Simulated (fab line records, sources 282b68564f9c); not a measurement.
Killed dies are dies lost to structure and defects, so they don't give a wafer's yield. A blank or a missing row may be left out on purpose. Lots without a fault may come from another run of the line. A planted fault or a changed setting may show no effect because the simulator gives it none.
fab line records | flow rit_cmos
record lots=15 wafers=45 last_day=7
route steps=202 shown M1@198
lots that met no fault: from a run of the same line without faults
start_h: hours from the record's first day to the start of the lot's first wafer shown | wait_h: hours since the lot's step before | " the same as in the row above | L1.1+2: a row that stands for several wafers | - no value, or no start given | * or withheld: withheld | < > ~ a bound
route shown NAME@n: a module of which the file shows steps, and the number in the route of the first | usual: mean/standard deviation of fault-free wafers | same: alike in all rows | chamber/n: place in a boat | sites: the reading at each site | _std_site: their standard deviation | _edge_site: outer sites' mean less inner sites' | radius_mm: how far each site lies from the wafer's centre | mask NAME#n: copy n | behind: the tool/chamber that last shaped the wafer | hold: why the lot was held/for how many hours/how that ended | device: the transistor (n, p or np) that didn't switch | end of line: the same wafers' tests at the end of the route | a step without rows: its recipe alone | killed: dies lost to structure and defects at the first sort, not the wafer's yield | map: a wafer's dies, x killed, . not, _ none there
set.NAME: the setting as run; set.NAME@STEP: as run at that earlier step | model.NAME: the simulator's own value behind a step, which no gauge read
steps of the route over a sample of lots; a table a step, a row a wafer
services: from which hour (start_h, from the record's first day; less than 0 if before it) a tool's chamber was out of use, for how many hours, and why
## steps
# step RIT_M1_STRIP_14
# recipe chemistry=O2 time_s=180 platen_temp_c=withheld power_w=500 pressure_mtorr=4000 o2_flow_sccm=4000
# usual drypump_motor_current_A=5.4/0.62 run_length_s=207.9/0.44
# columns lot.wafer tool chamber start_h wait_h drypump_motor_current_A rf_hours_counter_h run_length_s
L690.1 plasma_asher-02 1 54.65 0.0 5.5 28 208.5
L690.2 " 0 " " 4.7 28 207.3
L690.5 " 1 " " 5.5 - 208.8
L692.2 plasma_asher-04 1 68.35 0.0 4.8 45 207.6
L692.3 " 1 " " 4.9 - 208.1
L692.5 " 0 " " 6.3 - 207.5
L693.4 plasma_asher-04 1 72.28 0.1 4.9 - 207.7
L693.5 " 1 " " 4.9 - 207.6
L693.6 " 0 " " 6.3 - 207.4
L694.3 plasma_asher-02 1 76.12 0.1 5.5 - 208.6
L694.4 " 0 " " 4.7 - 207.6
L694.5 " 1 " " 5.5 - 208.5
L695.1 plasma_asher-04 1 80.04 0.0 4.8 47 207.5
L695.3 " 0 " " 6.3 - 208.0
L695.5 " 0 " " 6.3 - 208.0
L697.3 plasma_asher-04 0 89.05 0.1 6.3 - 207.7
L697.4 " 1 " " 4.8 - 207.7
L697.5 " 0 " " 6.3 - 207.5
L698.1 plasma_asher-02 1 96.27 0.0 5.5 32 208.5
L698.2 " 0 " " 4.7 32 207.5
L698.5 " 0 " " 4.7 - 207.5
L700.1 plasma_asher-02 1 105.26 0.0 5.5 33 208.6
L700.2 " 0 " " 4.7 33 207.4
L700.5 " 0 " " 4.7 - 207.4
L701.2 plasma_asher-02 0 109.47 0.0 4.7 33 208.1
L701.3 " 1 " " 5.5 - 208.6
L701.4 " 0 " " 4.7 - 207.7
L702.1 plasma_asher-02 1 113.91 0.0 5.5 34 208.5
L702.3 " 1 " " 5.5 - 208.5
L702.6 " 0 " " 4.7 - 207.4
L705.1 plasma_asher-04 0 129.67 0.0 6.3 52 192.2
L705.4 " 0 " " 6.3 - 192.9
L705.6 " 1 " " 4.9 - 207.5
L709.1 plasma_asher-01 0 151.48 0.0 5.9 53 207.7
L709.2 " 1 " " 6.1 53 208.1
L709.5 " 1 " " 6.0 - 208.3
L710.1 plasma_asher-04 0 156.87 0.0 6.3 55 192.2
L710.2 " 1 " " 4.9 55 207.6
L710.4 " 0 " " 6.3 - 192.3
L711.1 plasma_asher-04 0 160.05 0.0 6.3 55 192.5
L711.2 " 1 " " 4.9 55 207.5
L711.6 " 1 " " 4.8 - 207.6
L713.2 plasma_asher-02 0 174.50 0.0 4.7 40 207.9
L713.3 " 0 " " 4.7 - 207.6
L713.4 " 1 " " 5.5 - 208.5
# step RIT_M1_PROBE_99
# usual defect_limited_yield=97.3/1.2 killed_at_M0_to_M3=0.0/0.083 killed_at_contacts=0.0/0.2 killed_at_front_end=7/3.1 killed_dies=7/3.1 killed_open=3.5/1.9 killed_short=3.6/2.1
# same gross_dies=264 killed_at_M4_up=0 killed_at_back_side=0 killed_at_other=0
# columns lot.wafer tool chamber start_h wait_h defect_limited_yield[%] killed_at_M0_to_M3 killed_at_contacts killed_at_front_end killed_dies killed_open killed_short
L690.1 prober-02 - 56.57 0.1 98.1 1 0 4 5 5 0
L690.2 prober-02 - 56.62 0.1 97.0 0 0 8 8 6 2
L690.5 prober-02 - 56.77 0.2 95.5 0 0 12 12 6 6
L692.2 prober-02 - 70.31 0.1 95.8 0 0 11 11 8 3
L692.3 prober-02 - 70.36 0.2 98.9 0 0 3 3 1 2
L692.5 prober-02 - 70.46 0.2 98.5 0 0 4 4 2 2
L693.4 prober-01 - 74.29 0.2 97.3 0 0 7 7 2 5
L693.5 prober-01 - 74.34 0.2 99.2 0 0 2 2 1 1
L693.6 prober-01 - 74.39 0.2 98.9 0 0 3 3 1 2
L694.3 prober-02 - 78.59 0.2 96.6 0 0 9 9 6 3
L694.4 prober-02 - 78.64 0.2 98.5 0 0 4 4 2 2
L694.5 prober-02 - 78.69 0.2 95.5 0 0 12 12 4 8
L695.1 prober-01 - 81.96 0.1 97.3 0 0 7 7 4 3
L695.3 prober-01 - 82.06 0.2 97.7 0 0 6 6 3 3
L695.5 prober-01 - 82.16 0.2 97.7 0 1 5 6 2 4
L697.3 prober-01 - 91.00 0.2 96.2 0 0 10 10 7 3
L697.4 prober-01 - 91.05 0.2 93.6 0 0 17 17 6 11
L697.5 prober-01 - 91.10 0.2 96.2 0 0 10 10 4 6
L698.1 prober-02 - 98.19 0.1 95.8 0 0 11 11 4 7
L698.2 prober-02 - 98.24 0.1 97.7 0 0 6 6 2 4
L698.5 prober-02 - 98.39 0.2 96.2 0 0 10 10 4 6
L700.1 prober-02 - 107.18 0.1 98.5 0 0 4 4 2 2
L700.2 prober-02 - 107.23 0.1 97.3 0 0 7 7 4 3
L700.5 prober-02 - 107.38 0.2 97.3 0 0 7 7 3 4
L701.2 prober-01 - 111.43 0.1 96.6 0 0 9 9 7 2
L701.3 prober-01 - 111.48 0.2 96.6 0 0 9 9 3 6
L701.4 prober-01 - 111.53 0.2 95.5 0 0 12 12 7 5
L702.1 prober-02 - 115.83 0.1 98.1 0 0 5 5 2 3
L702.3 prober-02 - 115.93 0.2 97.7 0 0 6 6 4 2
L702.6 prober-02 - 116.08 0.2 97.3 0 0 7 7 5 2
L705.1 prober-01 - 133.93 0.1 97.7 0 0 6 6 2 4
L705.4 prober-01 - 134.08 0.2 97.0 0 0 8 8 3 5
L705.6 prober-01 - 134.18 0.2 98.1 0 0 5 5 2 3
L709.1 prober-01 - 153.44 0.1 97.0 0 0 8 8 2 6
L709.2 prober-01 - 153.49 0.1 98.9 0 0 3 3 3 0
L709.5 prober-01 - 153.64 0.2 97.7 0 0 6 6 5 1
L710.1 prober-02 - 159.84 0.1 96.6 0 0 9 9 5 4
L710.2 prober-02 - 159.89 0.1 99.2 0 0 2 2 2 0
L710.4 prober-02 - 159.99 0.2 98.9 0 0 3 3 2 1
L711.1 prober-01 - 162.40 0.1 97.3 0 0 7 7 4 3
L711.2 prober-01 - 162.45 0.1 97.3 0 0 7 7 4 3
L711.6 prober-01 - 162.65 0.2 97.3 0 0 7 7 2 5
L713.2 prober-01 - 176.46 0.1 96.2 0 0 10 10 5 5
L713.3 prober-01 - 176.51 0.2 97.3 0 0 7 7 4 3
L713.4 prober-01 - 176.56 0.2 97.7 0 0 6 6 5 1
# killed by level:class
L690.1 GATE:geometric_particle:open=2 FOX1:geometric_particle:open=1 FOX2:geometric_particle:open=1 M1:geometric_particle:open=1
L690.2 GATE:geometric_particle:open=4 GATE:geometric_particle:short=2 SILICIDE:geometric_particle:open=2
L690.5 FOX2:geometric_particle:short=3 SPACER:geometric_particle:open=3 SPACER:geometric_particle:short=3 FOX2:geometric_particle:open=1 REOX:geometric_particle:open=1 SILICIDE:geometric_particle:open=1
L692.2 GATE:geometric_particle:open=6 GATE:geometric_particle:short=3 FOX2:geometric_particle:open=2
L692.3 FOX2:geometric_particle:short=2 FOX2:geometric_particle:open=1
L692.5 GATE:geometric_particle:short=1 GATE:geometric_particle:open=1 REOX:geometric_particle:short=1 SILICIDE:geometric_particle:open=1
L693.4 FOX1:geometric_particle:short=1 FOX2:geometric_particle:open=1 GATE:geometric_particle:open=1 GATE:geometric_particle:short=1 REOX:geometric_particle:short=1 SPACER:geometric_particle:short=1 SILICIDE:geometric_particle:short=1
L693.5 GATE:geometric_particle:open=1 GATE:geometric_particle:short=1
L693.6 FOX1:geometric_particle:short=2 SPACER:geometric_particle:open=1
L694.3 GATE:geometric_particle:open=5 GATE:geometric_particle:short=2 FOX1:geometric_particle:short=1 SILICIDE:geometric_particle:open=1
L694.4 GATE:geometric_particle:open=2 GATE:geometric_particle:short=2
L694.5 GATE:geometric_particle:short=7 FOX1:geometric_particle:open=1 GATE:geometric_particle:open=1 REOX:geometric_particle:short=1 SPACER:geometric_particle:open=1 SILICIDE:geometric_particle:open=1
L695.1 FOX1:geometric_particle:open=2 FOX1:geometric_particle:short=1 GATE:geometric_particle:open=1 SPACER:geometric_particle:short=1 SILICIDE:geometric_particle:open=1 SILICIDE:geometric_particle:short=1
L695.3 GATE:geometric_particle:open=2 FOX1:geometric_particle:open=1 FOX1:geometric_particle:short=1 REOX:geometric_particle:short=1 SILICIDE:geometric_particle:short=1
L695.5 GATE:geometric_particle:short=2 FOX1:geometric_particle:short=1 SILICIDE:geometric_particle:open=1 SILICIDE:geometric_particle:short=1 CONTACT:geometric_particle:open=1
L697.3 FOX2:geometric_particle:open=4 GATE:geometric_particle:open=2 FOX1:geometric_particle:short=1 FOX2:geometric_particle:short=1 REOX:geometric_particle:open=1 SILICIDE:geometric_particle:short=1
L697.4 GATE:geometric_particle:short=5 GATE:geometric_particle:open=2 SPACER:geometric_particle:short=2 REOX:geometric_particle:open=2 REOX:geometric_particle:short=2 FOX1:geometric_particle:short=1 SPACER:geometric_particle:open=1 SILICIDE:geometric_particle:open=1
L697.5 SILICIDE:geometric_particle:open=3 SPACER:geometric_particle:short=2 SILICIDE:geometric_particle:short=2 FOX1:geometric_particle:short=1 FOX1:geometric_particle:open=1 GATE:geometric_particle:short=1
L698.1 GATE:geometric_particle:short=3 GATE:geometric_particle:open=2 SPACER:geometric_particle:short=2 FOX1:geometric_particle:short=1 REOX:geometric_particle:short=1 REOX:geometric_particle:open=1 SPACER:geometric_particle:open=1
L698.2 GATE:geometric_particle:short=3 FOX1:geometric_particle:short=1 FOX2:geometric_particle:open=1 REOX:geometric_particle:open=1
L698.5 GATE:geometric_particle:open=2 GATE:geometric_particle:short=2 SPACER:geometric_particle:short=2 SILICIDE:geometric_particle:open=2 ACTIVE:geometric_particle:short=1 SILICIDE:geometric_particle:short=1
L700.1 FOX2:geometric_particle:short=1 GATE:geometric_particle:open=1 REOX:geometric_particle:open=1 REOX:geometric_particle:short=1
L700.2 SPACER:geometric_particle:open=2 GATE:geometric_particle:short=1 GATE:geometric_particle:open=1 SPACER:geometric_particle:short=1 SILICIDE:geometric_particle:open=1 SILICIDE:geometric_particle:short=1
L700.5 SPACER:geometric_particle:short=2 SPACER:geometric_particle:open=2 FOX1:geometric_particle:open=1 FOX2:geometric_particle:short=1 REOX:geometric_particle:short=1
L701.2 FOX1:geometric_particle:open=4 FOX1:geometric_particle:short=2 REOX:geometric_particle:open=2 SPACER:geometric_particle:open=1
L701.3 GATE:geometric_particle:short=5 FOX1:geometric_particle:open=2 FOX1:geometric_particle:short=1 REOX:geometric_particle:open=1
L701.4 GATE:geometric_particle:short=3 FOX1:geometric_particle:open=2 REOX:geometric_particle:open=2 REOX:geometric_particle:short=2 ACTIVE:geometric_particle:open=1 FOX2:geometric_particle:open=1 SILICIDE:geometric_particle:open=1
L702.1 FOX2:geometric_particle:short=1 GATE:geometric_particle:open=1 SPACER:geometric_particle:short=1 SILICIDE:geometric_particle:open=1 SILICIDE:geometric_particle:short=1
L702.3 FOX1:geometric_particle:short=1 GATE:geometric_particle:open=1 GATE:geometric_particle:short=1 REOX:geometric_particle:open=1 SPACER:geometric_particle:open=1 SILICIDE:geometric_particle:open=1
L702.6 FOX1:geometric_particle:open=2 FOX1:geometric_particle:short=1 FOX2:geometric_particle:open=1 GATE:geometric_particle:open=1 SPACER:geometric_particle:open=1 REOX:geometric_particle:short=1
L705.1 GATE:geometric_particle:short=3 GATE:geometric_particle:open=1 SPACER:geometric_particle:open=1 SILICIDE:geometric_particle:short=1
L705.4 GATE:geometric_particle:open=2 SILICIDE:geometric_particle:short=2 FOX2:geometric_particle:short=1 GATE:geometric_particle:short=1 SPACER:geometric_particle:short=1 SILICIDE:geometric_particle:open=1
L705.6 FOX1:geometric_particle:short=1 GATE:geometric_particle:open=1 GATE:geometric_particle:short=1 SILICIDE:geometric_particle:open=1 SILICIDE:geometric_particle:short=1
L709.1 GATE:geometric_particle:short=3 FOX2:geometric_particle:open=1 FOX2:geometric_particle:short=1 REOX:geometric_particle:short=1 SPACER:geometric_particle:open=1 SILICIDE:geometric_particle:short=1
L709.2 REOX:geometric_particle:open=2 GATE:geometric_particle:open=1
L709.5 GATE:geometric_particle:open=2 FOX2:geometric_particle:open=1 REOX:geometric_particle:open=1 SPACER:geometric_particle:short=1 SILICIDE:geometric_particle:open=1
L710.1 GATE:geometric_particle:open=4 GATE:geometric_particle:short=3 FOX2:geometric_particle:short=1 REOX:geometric_particle:open=1
L710.2 SPACER:geometric_particle:open=1 SILICIDE:geometric_particle:open=1
L710.4 FOX1:geometric_particle:open=1 SPACER:geometric_particle:open=1 SPACER:geometric_particle:short=1
L711.1 SPACER:geometric_particle:open=3 GATE:geometric_particle:short=1 REOX:geometric_particle:short=1 SPACER:geometric_particle:short=1 SILICIDE:geometric_particle:open=1
L711.2 GATE:geometric_particle:open=3 FOX1:geometric_particle:short=1 SPACER:geometric_particle:short=1 SILICIDE:geometric_particle:short=1 SILICIDE:geometric_particle:open=1
L711.6 SILICIDE:geometric_particle:short=3 GATE:geometric_particle:short=1 REOX:geometric_particle:open=1 SPACER:geometric_particle:short=1 SILICIDE:geometric_particle:open=1
L713.2 GATE:geometric_particle:open=3 GATE:geometric_particle:short=2 REOX:geometric_particle:short=2 REOX:geometric_particle:open=2 SPACER:geometric_particle:short=1
L713.3 FOX1:geometric_particle:open=2 REOX:geometric_particle:short=2 FOX2:geometric_particle:short=1 GATE:geometric_particle:open=1 SILICIDE:geometric_particle:open=1
L713.4 GATE:geometric_particle:open=2 FOX1:geometric_particle:open=1 FOX2:geometric_particle:short=1 SPACER:geometric_particle:open=1 SILICIDE:geometric_particle:open=1
## services
# columns tool chamber start_h hours kind
plasma_asher-02 - 50.59 2.3 repair
plasma_asher-01 - 60.14 2.8 pm
plasma_asher-02 - 77.20 0.7 repair
plasma_asher-02 - 78.69 1.6 repair
plasma_asher-02 - 88.25 2.5 repair
## key
first_sign step=RIT_M1_STRIP_14 reading=run_length_s direction=down sigmas=35 usual=* struck=*
effect none on later readings
met_at RIT_M1_STRIP_14
struck_lots L705,L710,L711
struck_wafers L705.1,L705.4,L710.1,L710.4,L711.1
onset_between 89.05 129.67
fault kind=process_parameter_drift tool=plasma_asher-04 chamber=0 onset_h=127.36 steps=RIT_M1_STRIP_14 channel=time_s offset=* shape=step end_h=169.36 acts_in=* stated=*
